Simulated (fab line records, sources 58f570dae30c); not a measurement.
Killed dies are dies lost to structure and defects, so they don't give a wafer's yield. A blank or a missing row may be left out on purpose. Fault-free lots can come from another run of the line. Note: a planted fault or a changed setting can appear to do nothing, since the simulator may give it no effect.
What tool caused it? -- flow berkeley_cmos170 -- 7 lots, 21 wafers sampled, at 1 step of a route of 331

## WHAT THE GAUGES SHOWED, per wafer
UCB170_M2_OVL_MEAS_16.
lot,measured,on,M2_OVL (nm)
L649,day 8 22:06,overlay-01,1 1 -2
L650,day 9 12:16,overlay-01,5 1 7
L658,day 11 18:44,overlay-02,-1 4 -3
L664,day 13 12:21,overlay-01,8 -1 6
L663,day 13 18:49,overlay-01,-6 0 -4
L668,day 14 16:48,overlay-02,1 10 3
L670,day 15 06:02,overlay-01,1 3 5

## WHAT TOOL EACH LOT RAN ON (gives the tool, then ch and the chambers of the sampled wafers, and finally the start)
There is no process step in the record ahead of these readings.

## THE ANSWER, worked out from the rows above alone
Rule: usual is defined by the lots themselves. Put in order of their means at a reading, lots are off if they are a third of the lots or fewer, leave a main group of 4 or more, and stand apart from it by a gap of 3 or more times the standard deviation of the main group's means; of several such gaps the widest counts. Not used: any main group whose means are identical at the precision the tables above print for the reading. A lot without any number at a reading at which 4 lots or more have one is off too. Any other lot the step has rows for is counted as sound.
No lot is off at any reading shown: from this, nothing can be told.

## WHAT THE SIMULATOR HAD PUT IN
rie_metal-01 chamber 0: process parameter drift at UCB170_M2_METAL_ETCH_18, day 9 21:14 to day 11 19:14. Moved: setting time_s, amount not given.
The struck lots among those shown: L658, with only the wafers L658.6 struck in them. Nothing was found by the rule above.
